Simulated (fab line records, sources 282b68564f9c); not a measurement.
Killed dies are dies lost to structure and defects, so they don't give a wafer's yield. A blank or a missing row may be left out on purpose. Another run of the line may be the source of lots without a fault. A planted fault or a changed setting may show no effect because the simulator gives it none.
Comparing a struck lot with a sound one    flow rit_cmos    16 steps out of a route of 202
Sound: wafers L919.1, L919.3, L919.6. Wafers L925.1, L925.2, L925.3 were the ones struck. The cause is named last.
At each step with rows: each side's tool, then ch and its chambers, then its first start. Under that, the readings that differ: sound wafers    struck wafers    difference of the means    sigmas: that difference in standard deviations of wafers without a fault.
alike: words and numbers the same on both sides, and readings whose means are apart by under 2 such deviations; not compared: readings that were withheld, readings missing a value for some wafer, numbers with overlapping values and no deviation given by the record, and bounds like >300 which may hide the same value.
The two part at a step that has a row with sigmas, a row that says differs or no value, or rows on one side only. When numbers do not overlap yet have no deviation, they are printed without sigmas and do not part them. A reading that every wafer of one side lacks parts them only if that side has two wafers or more.

RIT_ACTIVE_BOW_MEAS_00:
  sound: film_metro-01 at day 2 11:00; struck: film_metro-01 at day 3 17:00
  alike: INCOMING_BOW
then, 1 step without rows for these wafers: RIT_ACTIVE_OXIDATION_01 (target thk 46.8 nm, ox time 3360 s).
RIT_ACTIVE_THK_MEAS_02:
  sound: film_metro-02 at day 2 13:03; struck: film_metro-02 at day 3 19:56
  alike: ACTIVE_OXIDE_THK
then, 1 step without rows for these wafers: RIT_ACTIVE_CVD_03 (deposits Si3N4 from SiH2Cl2/NH3, target thk 150 nm, time 1500 s).
RIT_ACTIVE_THK_MEAS_04:
  sound: film_metro-04 at day 2 16:07; struck: film_metro-01 at day 3 21:25
  alike: ACTIVE_NITRIDE_THK
then, 3 steps without rows for these wafers: RIT_ACTIVE_HMDS_05 (prime time 60 s); RIT_ACTIVE_COAT_06 (resist thk 1009 nm); RIT_ACTIVE_SOFTBAKE_07 (time 60 s).
RIT_ACTIVE_EXPOSE_08: exposes mask M1, target cd 1400 nm.
  sound on iline_stepper-02 ch 0, day 2 16:38; struck on iline_stepper-02 ch 0, day 3 21:56
reading  sound           struck                   difference  sigmas
mask     M1#0 M1#0 M1#0  M1_R1#0 M1_R1#0 M1_R1#0  differs     
then, 2 steps without rows for these wafers: RIT_ACTIVE_PEB_09; RIT_ACTIVE_DEVELOP_10 (develop time 50 s).
RIT_ACTIVE_CD_MEAS_11 targets a cd of 1400 nm.
  sound: cd_sem-01 at day 2 17:02; struck: cd_sem-02 at day 3 22:21
reading     sound                 struck                difference  sigmas
cd_nm (nm)  1401.0 1400.2 1402.0  1276.2 1275.3 1276.2  -125.2      -52
then, 1 step without rows for these wafers: RIT_ACTIVE_HARDBAKE_12 (time 60 s).
RIT_ACTIVE_ETCH_13: etches Si3N4 in SF6, stops on SiO2, time 210 s, target depth 210 nm.
  sound on rie_diel-03 ch 0,2, day 2 17:18; struck on rie_diel-01 ch 0,1,2, day 3 22:38
reading                  sound           struck          difference  sigmas
throttle_valve_pct (%)   7.60 7.57 7.58  7.28 7.40 7.25  -0.27       -2
model.ACTIVE.cd_nm (nm)  1401 1400 1402  1276 1275 1276  -125        
  alike: drypump_motor_current_A, oes_product_au, rf_fwd_power_W
  not compared: rf_hours_counter_h
RIT_ACTIVE_STRIP_14: strips in O2, time 180 s.
  sound on plasma_asher-02 ch 0,1, day 2 17:26; struck on plasma_asher-01 ch 0,1, day 3 22:46
  alike: drypump_motor_current_A
  not compared: rf_hours_counter_h
-- the record jumps here: 2 days lie between the struck wafers' starts before and after (it left off in module ACTIVE and takes up again in module M1, whose first step shown is number 202 of the route) --
RIT_M1_PROBE_99:
  sound: prober-02 at day 4 12:01; struck: prober-02 at day 5 23:24
reading                              sound              struck             difference  sigmas
model.etest.nplus_sal.width_nm (nm)  3427 3438 3436     3324 3350 3338     -96         
model.etest.pplus_sal.width_nm (nm)  3436 3444 3438     3331 3326 3348     -104        
model.etest.pldd.width_nm (nm)       3180 3158 3156     3078 3069 3066     -94         
model.etest.nldd.width_nm (nm)       3191 3166 3165     3065 3084 3066     -102        
model.etest.nmos_narrow.drive_ua_um  230.1 233.1 228.6  215 216.2 210.8    -17         
model.etest.pmos_narrow.drive_ua_um  101.5 102.8 100.9  96.02 97.58 93.64  -5.99       
model.etest.pplus_sal.line_ohm_um    1.242 1.246 1.238  1.302 1.289 1.268  +0.044      
model.etest.nplus_sal.line_ohm_um    1.227 1.243 1.241  1.283 1.286 1.275  +0.044      
  alike: killed_at_contacts, killed_at_front_end, killed_dies, killed_open, killed_short

WHERE THEY PART
Last at RIT_ACTIVE_ETCH_13 as far as this record goes, first at RIT_ACTIVE_EXPOSE_08. Later steps at which nothing parts them and some readings are alike: RIT_ACTIVE_STRIP_14, RIT_M1_PROBE_99.

WHY: whatever the simulator had introduced
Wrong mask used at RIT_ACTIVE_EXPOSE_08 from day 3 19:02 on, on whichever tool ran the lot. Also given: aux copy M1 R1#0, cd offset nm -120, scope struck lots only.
